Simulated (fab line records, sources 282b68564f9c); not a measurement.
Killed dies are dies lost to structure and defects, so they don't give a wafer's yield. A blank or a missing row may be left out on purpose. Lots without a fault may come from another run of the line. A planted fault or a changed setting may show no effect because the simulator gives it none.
One fault seen from 2 desks | flow rit_cmos | each desk has only its own numbers; what lay behind them comes last

THE TOOL OWNER'S DESK: implanter-03
The tool's own readings at RIT_PLDD_IMPLANT_08: means of the sampled wafers that have a number, for each lot that ran on this tool. A lot is out of limits, marked OUT, if its mean lies more than 4 standard deviations from the usual mean; the brackets give that distance.
Columns: A = beam_energy_keV at RIT_PLDD_IMPLANT_08, usual 19.999; B = beam_on_s at RIT_PLDD_IMPLANT_08, usual 9.98 s
lot  | first seen here | A                        | B
L803 | day 3 21:43     | 20.006                   | 10.09
L811 | day 5 12:52     | 20.004                   | 10.02
L812 | day 5 15:20     | 20.001                   | 10.00
L813 | day 5 22:12     | 19.999                   | 9.97
L814 | day 6 04:13     | 20.001                   | 9.99
L818 | day 6 20:13     | 16.397 (-99 or more) OUT | 10.13
L820 | day 7 08:21     | 16.391 (-99 or more) OUT | 10.07
L821 | day 7 10:29     | 16.396 (-99 or more) OUT | 9.94
This desk's finding: out of limits on L818, L820, L821; first on L818, day 6 20:13 (beam_energy_keV at RIT_PLDD_IMPLANT_08). In limits: L803, L811, L812, L813, L814.

THE METROLOGY DESK
What the gauges read, lot by lot, whatever tool the lot ran on: means of the sampled wafers that have a number. A lot is out of limits, marked OUT, if its mean lies more than 4 standard deviations from the usual mean; the brackets give that distance.
Columns: A = PLDD_TW at RIT_PLDD_TW_MEAS_10, usual 2337; B = PLDD_RS at RIT_SDANNEAL_RS_MEAS_06, usual 178.7 ohm/sq
lot  | first seen here | A              | B
L803 | day 3 22:02     | 2327           | 179.4
L804 | day 4 01:43     | 2341           | 178.4
L805 | day 4 08:56     | 2315           | 178.9
L806 | day 4 15:44     | 2340           | 178.3
L808 | day 4 22:36     | 2335           | 178.8
L809 | day 5 04:18     | 2334           | 179.4
L811 | day 5 13:10     | 2337           | 177.7
L812 | day 5 15:38     | 2337           | 178.4
L813 | day 5 22:31     | 2347           | 178.4
L814 | day 6 04:32     | 2344           | 178.9
L817 | day 6 19:32     | 2342           | 178.8
L818 | day 6 20:33     | 2210 (-13) OUT | 191.5 (+25) OUT
L820 | day 7 08:40     | 2217 (-12) OUT | 192.2 (+26) OUT
L821 | day 7 10:49     | 2212 (-13) OUT | 192.1 (+26) OUT
L822 | day 7 19:36     | 2342           | 178.8
This desk's finding: out of limits on L818, L820, L821; first on L818, day 6 20:33 (PLDD_TW at RIT_PLDD_TW_MEAS_10). In limits: L803, L804, L805, L806, L808, L809, L811, L812, L813, L814, L817, L822.

PUT TOGETHER
The tool owner's desk could have raised an alarm at day 6 20:13, on L818, L820, L821.
The metrology desk could have raised an alarm at day 6 20:33, on L818, L820, L821.
Of the lots named, all ran RIT_PLDD_IMPLANT_08 on implanter-03.

WHAT THE SIMULATOR HAD PUT IN
Process parameter drift: implanter-03, from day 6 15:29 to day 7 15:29, at RIT_PLDD_IMPLANT_08. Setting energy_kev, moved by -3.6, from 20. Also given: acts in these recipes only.
Lots struck among those shown: L818, L820, L821.
Hours from the fault's start to each desk's first reading out of limits: the tool owner's desk, 5; the metrology desk, 5.
